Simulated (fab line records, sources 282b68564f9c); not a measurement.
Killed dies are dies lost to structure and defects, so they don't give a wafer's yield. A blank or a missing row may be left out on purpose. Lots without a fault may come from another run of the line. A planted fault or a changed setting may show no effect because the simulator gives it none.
A struck lot beside a sound one | flow rit_cmos | 15 steps out of a route of 202
Sound: wafers L861.1, L861.2, L861.4. Struck: wafers L856.1, L856.5. (L856.4 of the same lot was not struck and is left out.) The cause comes at the end.
At each step with rows: each side's tool, then ch and its chambers, then its first start. Under that, the readings that differ: sound wafers | struck wafers | difference of the means | sigmas: that difference in standard deviations of wafers without a fault.
alike: readings whose means differ by less than 2 such deviations, and words and numbers that are the same on both sides. not compared: withheld readings, readings that some wafer has no value for, bounds like >300 that may hide the same value, and numbers for which the record gives no deviation and whose values overlap.
The two part at a step that has a row with sigmas, a row that says differs or no value, or rows on one side only. Numbers that don't overlap but have no deviation are shown without sigmas and don't part them. A reading that every wafer of one side lacks parts them only if that side has two wafers or more.

RIT_M1_THK_MEAS_02: measures by xrf.
  sound on film_metro-03, day 7 10:11; struck on film_metro-04, day 6 08:34
  alike: M1_AL_THK
then, 6 steps without rows for these wafers: RIT_M1_HMDS_03 (prime time 60 s); RIT_M1_COAT_04 (resist thk 1300 nm); RIT_M1_SOFTBAKE_05 (time 60 s); RIT_M1_EXPOSE_06 (exposes mask M12, target cd 2600 nm); RIT_M1_PEB_07; RIT_M1_DEVELOP_08 (develop time 68 s).
RIT_M1_CD_MEAS_09: target cd 2600 nm.
  sound on cd_sem-02, day 7 11:07; struck on cd_sem-01, day 6 09:40
  alike: cd_nm
RIT_M1_OVL_MEAS_10:
  sound on overlay-01, day 7 11:14; struck on overlay-02, day 6 09:47
  alike: M1_OVL
then, 1 step without rows for these wafers: RIT_M1_HARDBAKE_11 (time 120 s).
RIT_M1_METAL_ETCH_12: etches Al in Cl2/BCl3, stops on SiO2, time 165 s, target depth 600 nm.
  sound on rie_metal-04 ch 0,1, day 7 11:32; struck on rie_metal-01 ch 0,1, day 6 10:05
  reading               | sound             | struck      | difference | sigmas
  oes_product_au (a.u.) | 0.792 0.802 0.800 | 0.778 0.778 | -0.020     | -2
  alike: drypump_motor_current_A, throttle_valve_pct
  not compared: rf_hours_counter_h
then, 1 step without rows for these wafers: RIT_M1_STRIP_13 (strips in nmp, time 600 s).
RIT_M1_STRIP_14: strips in O2, time 180 s.
  sound on plasma_asher-04 ch 0,1, day 7 11:52; struck on plasma_asher-01 ch 1, day 6 10:25
  reading             | sound             | struck      | difference                    | sigmas
  rf_refl_power_W (W) | 4.1 7.4 4.1       | - -         | no value on the struck wafers |
  run_length_s (s)    | 207.7 208.0 207.7 | 201.6 201.4 | -6.3                          | -14
  alike: drypump_motor_current_A
  not compared: rf_hours_counter_h
RIT_M1_CD_MEAS_90: target cd 2600 nm.
  sound on cd_sem-02, day 7 12:02; struck on cd_sem-01, day 6 10:35
  alike: cd_nm
RIT_M1_PROBE_99:
  sound on prober-02, day 7 13:47; struck on prober-01, day 6 13:34
  alike: defect_limited_yield, killed_at_contacts, killed_at_front_end, killed_dies, killed_open, killed_short, sort_bin_3_pad_short, sort_bin_5_function, sort_bin_6_memory, sort_n_pass, sort_yield_pct

WHERE THEY PART
First at RIT_M1_METAL_ETCH_12; last, within this record, at RIT_M1_STRIP_14. Later steps at which nothing parts them and some readings are alike: RIT_M1_CD_MEAS_90, RIT_M1_PROBE_99.

WHY: what the simulator had put in
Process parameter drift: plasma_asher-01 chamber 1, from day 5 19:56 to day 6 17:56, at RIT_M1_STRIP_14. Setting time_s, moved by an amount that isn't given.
